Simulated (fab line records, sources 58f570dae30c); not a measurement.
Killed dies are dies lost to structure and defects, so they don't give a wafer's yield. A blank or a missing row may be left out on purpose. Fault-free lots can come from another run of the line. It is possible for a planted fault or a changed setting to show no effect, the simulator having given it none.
Which of the tools did it? ; flow berkeley-cmos170 ; Sampling: 16 lots, 48 wafers, 2 of 331 route steps

WHAT THE GAUGES READ, wafer by wafer
UCB170_CONTACT_OVL_MEAS_16.
lot;measured;on;CONTACT_OVL (nm)
L610;day 7 13:37;overlay-01;1 0 0
L612;day 7 16:13;overlay-02;8 0 6
L611;day 7 16:45;overlay-01;9 1 0
L613;day 7 22:20;overlay-02;11 9 2
L616;day 8 17:12;overlay-02;-5 -5 -6
L614;day 8 17:52;overlay-01;2 6 9
L617;day 8 17:59;overlay-02;3 3 -1
L618;day 8 22:51;overlay-01;-1 2 -6
L620;day 9 10:04;overlay-01;-1 2 -2
L619;day 9 12:03;overlay-01;10 7 10
L624;day 9 23:48;overlay-01;-2 11 3
L625;day 10 03:25;overlay-02;-136 -141 -134
L628;day 10 15:03;overlay-01;-119 -126 -123
L626;day 10 15:35;overlay-02;-131 -133 -131
L629;day 11 04:05;overlay-01;-127 -129 -130
L633;day 11 18:08;overlay-01;0 -4 -3

WHAT TOOL EACH LOT RAN ON (gives the tool, then ch and the chambers of the sampled wafers, and finally the start)
lot;UCB170_CONTACT_EXPOSE_12
L610;krf-scanner-01 ch 0, day 7 13:06
L612;krf-scanner-01 ch 0, day 7 15:43
L611;krf-scanner-02 ch 0, day 7 16:14
L613;krf-scanner-01 ch 0, day 7 21:50
L616;krf-scanner-02 ch 0, day 8 16:13
L614;krf-scanner-02 ch 0, day 8 16:43
L617;krf-scanner-02 ch 0, day 8 16:51
L618;krf-scanner-02 ch 0, day 8 22:02
L620;krf-scanner-02 ch 0, day 9 09:21
L619;krf-scanner-02 ch 0, day 9 11:14
L624;krf-scanner-02 ch 0, day 9 22:58
L625;krf-scanner-02 ch 0, day 10 02:54
L628;krf-scanner-02 ch 0, day 10 14:10
L626;krf-scanner-02 ch 0, day 10 15:01
L629;krf-scanner-02 ch 0, day 11 03:34
L633;krf-scanner-01 ch 0, day 11 17:04
- UCB170_CONTACT_EXPOSE_12: exposes mask CONT, target cd 700 nm.

WHAT THE TOOLS THEMSELVES READ (means of the sampled wafers that have a number; where no wafer has one, the mark that the record gives instead)
The record holds no such reading with a usual standard deviation.

THE ANSWER, worked out from the rows above alone
Rule: the usual values come from the lots themselves. Put in order of their means at a reading, lots are off if they are a third of the lots or fewer, leave a main group of 4 or more, and stand apart from it by a gap of 3 or more times the standard deviation of the main group's means; of several such gaps the widest counts. If all means in a main group match to the digits the tables above print for the reading, that group is not used. Also off: a lot with no number at a reading for which 4 or more lots have one. Where the step has rows for the other lots, those lots are counted as sound. After the gauges, taken in route order, come the tools' own readings; for these a lot's mean is taken, as printed above. At the first step where some lot is off, the reading lying furthest off is the one used; lots without a number count as furthest.
Off: L625, L628, L626, L629, seen at UCB170_CONTACT_OVL_MEAS_16 (CONTACT_OVL). Main group: mean 2 nm, sd 4.1.
A tool fits if, at a process step before that reading, it ran every lot that is off, and no sound lot after the first of them. Gauges at UCB170_CONTACT_OVL_MEAS_16: tried the same way as those tools. One fits: krf-scanner-02 at UCB170_CONTACT_EXPOSE_12. Its last sound lot is L624 (day 9 22:58), its first lot that is off L625 (day 10 02:54): a fault that began between those two fits.

WHAT THE SIMULATOR PUT IN
Scanner matching overlay: krf-scanner-02, from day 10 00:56 on, at UCB170_CONTACT_EXPOSE_12. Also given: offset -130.
Lots struck among those shown: L625, L628, L626, L629. This agrees with what the rule above found.
